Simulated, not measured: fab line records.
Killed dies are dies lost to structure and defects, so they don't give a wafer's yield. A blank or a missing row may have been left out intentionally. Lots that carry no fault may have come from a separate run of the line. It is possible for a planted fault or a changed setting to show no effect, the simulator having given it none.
Which tool is to blame? :: flow rit cmos :: Sampling: 7 lots, 21 wafers, 2 of 202 route steps

WHAT EACH GAUGE READ, for each wafer
RIT_NRETRO_TW_MEAS_10.
lot: L425
measured: day 2 10:45
on: film metro-02
NRETRO_TW: 1040 1035 1036

lot: L427
measured: day 2 21:28
on: film metro-02
NRETRO_TW: 1035 1039 1036

lot: L429
measured: day 3 06:34
on: film metro-02
NRETRO_TW: 1041 1033 1038

lot: L431
measured: day 3 17:50
on: film metro-04
NRETRO_TW: 1062 1057 1055

lot: L435
measured: day 4 16:29
on: film metro-04
NRETRO_TW: 1068 1060 1064

lot: L437
measured: day 5 05:53
on: film metro-01
NRETRO_TW: 466 467 465 468 466 464

lot: L439
measured: day 5 13:33
on: film metro-04
NRETRO_TW: 479 478 480 479 479 481

WHICH TOOL RAN EACH LOT (tool, then ch and the chambers of the sampled wafers, then the start)
lot: L425
RIT_NRETRO_IMPLANT_08: implanter-02 ch 0, day 2 10:25

lot: L427
RIT_NRETRO_IMPLANT_08: implanter-03 ch 0, day 2 21:10

lot: L429
RIT_NRETRO_IMPLANT_08: implanter-02 ch 0, day 3 06:17

lot: L431
RIT_NRETRO_IMPLANT_08: implanter-02 ch 0, day 3 17:31

lot: L435
RIT_NRETRO_IMPLANT_08: implanter-01 ch 0, day 4 16:10

lot: L437
RIT_NRETRO_IMPLANT_08: implanter-01 ch 0, day 5 05:35

lot: L439
RIT_NRETRO_IMPLANT_08: implanter-03 ch 0, day 5 13:14
- RIT_NRETRO_IMPLANT_08

THE ANSWER, worked out from the rows above alone
Rule: what is usual is taken from the lots themselves. Put in order of their means at a reading, lots are off if they are a third of the lots or fewer, leave a main group of 4 or more, and stand apart from it by a gap of 3 or more times the standard deviation of the main group's means; of several such gaps the widest counts. The tables above print the reading to a certain number of digits; a main group whose means all agree to those digits is not used. Also off: a lot with no number at a reading for which 4 or more lots have one. The other lots that the step has rows for count as sound.
Off: L437, L439, at RIT_NRETRO_TW_MEAS_10 (NRETRO_TW). The main group: mean 1047, standard deviation 12.
If a tool, at a process step before that reading, ran all the lots that are off and no sound lot after the first of them, it fits. Those tools and the gauges at RIT_NRETRO_TW_MEAS_10 are tried in the same way. Of those tried, none fits.

WHAT WAS PUT IN BY THE SIMULATOR
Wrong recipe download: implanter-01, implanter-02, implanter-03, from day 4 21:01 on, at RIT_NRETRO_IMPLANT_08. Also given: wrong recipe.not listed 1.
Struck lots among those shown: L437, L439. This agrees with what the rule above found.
